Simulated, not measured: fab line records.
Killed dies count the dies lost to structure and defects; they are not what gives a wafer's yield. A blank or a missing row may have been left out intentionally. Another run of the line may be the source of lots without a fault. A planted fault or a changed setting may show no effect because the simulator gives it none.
2 desks, one fault / flow berkeleyCmos170 / what lay behind the numbers comes last; until then each desk has only its own

== AT THE TOOL OWNER'S DESK: rieDiel-04 ==
The tool's own readings at UCB170_M3_ETCH_17 (etches BARC in N2/H2): means of the sampled wafers that have a number, for each lot that ran on this tool. Marked OUT: a lot whose mean sits more than 4 standard deviations from the usual mean, which makes it out of limits; the brackets give that distance.
Columns: A = drypumpMotorCurrentA at UCB170_M3_ETCH_17, usual 5.8 A; B = oesProductAu at UCB170_M3_ETCH_17, usual 1.001 a.u.; C = throttleValvePct at UCB170_M3_ETCH_17, usual 13.33 %
lot=L719; first seen here=day 9 03:16; A=5.8; B=1.016; C=13.52
lot=L718; first seen here=day 9 04:06; A=6.0; B=0.995; C=13.35
lot=L720; first seen here=day 9 22:39; A=6.0; B=0.995; C=13.43
lot=L722; first seen here=day 10 00:58; A=6.0; B=0.991; C=13.34
lot=L729; first seen here=day 11 01:05; A=5.7; B=1.087 (+4.5) OUT; C=13.54
This desk's finding: out of limits on L729; first on L729, day 11 01:05 (oesProductAu at UCB170_M3_ETCH_17). L719, L718, L720, L722: within limits.

== METROLOGY DESK ==
Means of the sampled wafers that have a number, per lot and without regard to the tool the lot ran on: this is what the gauges read. Marked OUT: a lot whose mean sits more than 4 standard deviations from the usual mean, which makes it out of limits; the brackets give that distance.
Columns: A = cdNm at UCB170_M3_CD_MEAS_90, usual 698.7 nm
lot=L719; first seen here=day 9 03:36; A=697.4
lot=L718; first seen here=day 9 04:26; A=694.9
lot=L717; first seen here=day 9 05:19; A=700.5
lot=L720; first seen here=day 9 22:59; A=700.6
lot=L722; first seen here=day 10 01:19; A=700.0
lot=L729; first seen here=day 11 01:25; A=694.9
lot=L732; first seen here=day 11 22:58; A=699.6
lot=L731; first seen here=day 12 00:22; A=698.1
lot=L733; first seen here=day 12 01:50; A=700.5
lot=L735; first seen here=day 12 11:14; A=697.1
lot=L736; first seen here=day 13 03:17; A=698.1
lot=L739; first seen here=day 13 04:42; A=698.7
lot=L737; first seen here=day 13 05:04; A=700.2
This desk found nothing out of limits on any of the 13 lots.

== ALL TOGETHER ==
The tool owner's desk could have raised an alarm at day 11 01:05, on L729.
Metrology desk: nothing out of limits seen.
The metrology desk has L729 on record, within its limits.
UCB170_M3_ETCH_17 was run on rieDiel-04 by each of the lots named.

== WHAT WAS PUT IN BY THE SIMULATOR ==
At UCB170_M3_ETCH_17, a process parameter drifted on rieDiel-04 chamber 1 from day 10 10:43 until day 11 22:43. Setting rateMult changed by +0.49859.
Lots struck among those shown: L729.
Delay in hours, fault start to first out-of-limits reading, by desk: the tool owner's desk at 14.
